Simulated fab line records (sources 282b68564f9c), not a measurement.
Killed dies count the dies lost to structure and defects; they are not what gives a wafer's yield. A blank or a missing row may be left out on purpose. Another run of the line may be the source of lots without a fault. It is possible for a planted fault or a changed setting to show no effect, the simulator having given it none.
Chamber matching    flow rit_cmos    RIT_GATE_ETCH_19 on rie_si-02 has 4 sister chambers
The step etches poly-Si in SF6/CHF3/O2, stops on SiO2, time 165 s, target depth 312.5 nm. 14 wafers are shown with their chamber, then 6 later ones without.

WAFERS, EACH WITH ITS CHAMBER
wafer   chamber  throttle_valve_pct (%)  SF6_flow_sccm (sccm)  he_backside_leak_sccm (sccm)
L266.2  0        10.49                   30.20                 2.7
L266.5  3        10.25                   29.96                 4.1
L266.6  0        10.50                   30.11                 2.6
L268.2  3        10.25                   30.12                 2.4
L268.5  0        10.48                   29.99                 2.8
L268.6  2        10.11                   29.92                 2.9
L280.3  1        10.22                   29.98                 2.4
L280.4  2        10.13                   30.02                 3.0
L280.6  3        10.24                   30.02                 2.4
L282.1  1        10.21                   29.96                 2.3
L282.5  2        10.12                   30.03                 2.9
L282.6  3        10.25                   30.03                 2.3
L284.2  2        10.12                   29.95                 2.9
L284.5  2        10.13                   29.90                 2.9

SIGNATURES (means of the wafers above)
reading                chamber 0  chamber 1  chamber 2  chamber 3  scatter within a chamber
throttle_valve_pct     10.4900    10.2150    10.1220    10.2475    0.00778
SF6_flow_sccm          30.1000    29.9700    29.9640    30.0325    0.0701
he_backside_leak_sccm  2.700      2.350      2.920      2.800      0.479
Rule: a wafer's distance from a chamber is the root of the sum, over the readings, of the square of ((its reading less the chamber's mean) divided by the reading's scatter). If the next closest chamber is less than 2 further off than the closest, the wafer can't be placed; otherwise it belongs to the closest. The scatter: the root of (the sum of the squares of (reading less its chamber's mean) over the shown wafers, divided by (wafers less chambers)).

WAFERS WITH NO CHAMBER GIVEN
wafer   throttle_valve_pct (%)  SF6_flow_sccm (sccm)  he_backside_leak_sccm (sccm)
L286.3  10.13                   29.85                 3.0
L286.4  10.23                   30.11                 2.4
L286.5  10.48                   29.83                 2.8
L288.3  10.22                   30.12                 2.5
L288.5  10.11                   29.97                 3.0
L288.6  10.22                   30.11                 2.5

WHICH CHAMBER EACH WENT THROUGH
wafer   from the rows above      in truth
L286.3  2                        2
L286.4  can't be placed: 3 or 1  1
L286.5  0                        0
L288.3  can't be placed: 1 or 3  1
L288.5  2                        2
L288.6  can't be placed: 1 or 3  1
3 of 6 placed correctly. Not placeable from these rows: 3 (in 3, the candidates include the true chamber). Placed wrongly: 0.
